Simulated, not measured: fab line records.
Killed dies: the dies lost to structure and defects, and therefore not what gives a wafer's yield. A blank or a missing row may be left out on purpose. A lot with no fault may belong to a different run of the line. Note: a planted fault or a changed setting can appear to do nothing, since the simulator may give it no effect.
Comparing a struck lot with a sound one + flow ritCmos + 20 steps out of a route of 202
Sound: these wafers, L259.1, L259.3, L259.4. Wafers L260.2, L260.3, L260.4 were the ones struck. The cause is given at the end.
Order at every step that has rows: each side's tool, ch and its chambers, its first start. Under that, the readings that differ: sound wafers + struck wafers + difference of the means + sigmas: that difference in standard deviations of wafers without a fault.
alike: readings whose means differ by less than 2 such deviations, and words and numbers that are the same on both sides. not compared: withheld readings, readings that some wafer has no value for, bounds like >300 that may hide the same value, and numbers for which the record gives no deviation and whose values overlap.
Wherever a step has rows on one side only, a row that says differs or no value, or a row with sigmas, the two part there. When numbers do not overlap yet have no deviation, they are printed without sigmas and do not part them. A reading that every wafer of one side lacks parts them only if that side has two wafers or more.

RIT_GATE_STRIP_20: strips in O2, time 180 s.
  sound on plasmaAsher-03 ch 0,1, day 4 11:28; struck on plasmaAsher-02 ch 0,1, day 4 20:49
  alike: chamberPressureMTorr, drypumpMotorCurrentA
  not compared: rfHoursCounterH
RIT_GATE_CD_MEAS_90 targets a cd of 150 nm.
  sound on cdSem-01, day 4 11:38; struck on cdSem-01, day 4 21:01
  alike: cdNm
then, 4 steps without rows for these wafers: RIT_REOX_CLEAN_00 (cleans in SC1, time 600 s); RIT_REOX_CLEAN_01 (cleans in dHF, time 30 s); RIT_REOX_CLEAN_02 (cleans in SC2, time 600 s); RIT_REOX_OXIDATION_03 (target thk 25.2 nm, ox time 5580 s).
RIT_REOX_THK_MEAS_04:
  sound on filmMetro-03, day 4 15:37; struck on filmMetro-02, day 5 00:02
  alike: REOX_OXIDE_THK
then, 5 steps without rows for these wafers: RIT_NLDD_HMDS_00 (prime time 60 s); RIT_NLDD_COAT_01 (resist thk 1013 nm); RIT_NLDD_SOFTBAKE_02 (time 60 s); RIT_NLDD_EXPOSE_03 (exposes mask M7, target cd 40700 nm); RIT_NLDD_PEB_04.
RIT_NLDD_DEVELOP_05: develop time 50 s.
  sound on lithoTrack-01 ch 0, day 4 16:00; struck on lithoTrack-04 ch 0, day 5 00:00
  alike: chillPlateTempC
RIT_NLDD_OVL_MEAS_06:
  sound on overlay-02, day 4 16:31; struck on overlay-02, day 5 01:04
  alike: NLDD_OVL
then, 2 steps without rows for these wafers: RIT_NLDD_HARDBAKE_07 (time 60 s); RIT_NLDD_IMPLANT_08.
RIT_NLDD_STRIP_09: strips in O2, time 180 s.
  sound on plasmaAsher-01 ch 0,1, day 4 16:52; struck on plasmaAsher-01 ch 0,1, day 5 01:23
  alike: chamberPressureMTorr, drypumpMotorCurrentA
  not compared: rfHoursCounterH
RIT_NLDD_TW_MEAS_10:
  sound on filmMetro-02, day 4 17:02; struck on filmMetro-04, day 5 01:35
| reading | sound          | struck   | difference | sigmas |
|---------|----------------|----------|------------|--------|
| NLDD_TW | 2472 2470 2470 | 29 29 29 | -2442      | -79    |
then, 1 step without rows for these wafers: RIT_PLDD_HMDS_00 (prime time 60 s).
RIT_M1_PROBE_99:
  sound on prober-01, day 5 09:28; struck on prober-02, day 5 16:38
| reading          | sound | struck      | difference | sigmas |
|------------------|-------|-------------|------------|--------|
| killedAtFrontEnd | 9 6 5 | 263 264 264 | +257       | +83    |
| killedDies       | 9 6 5 | 264 264 264 | +257       | +83    |
| killedOnRim      | 2 2 3 | 70 70 70    | +68        | +48    |
  alike: killedAtContacts, killedOpen, killedShort

WHERE THEY PART
At RIT_NLDD_TW_MEAS_10 first; at RIT_M1_PROBE_99 last (within this record only).

WHY: whatever the simulator had introduced
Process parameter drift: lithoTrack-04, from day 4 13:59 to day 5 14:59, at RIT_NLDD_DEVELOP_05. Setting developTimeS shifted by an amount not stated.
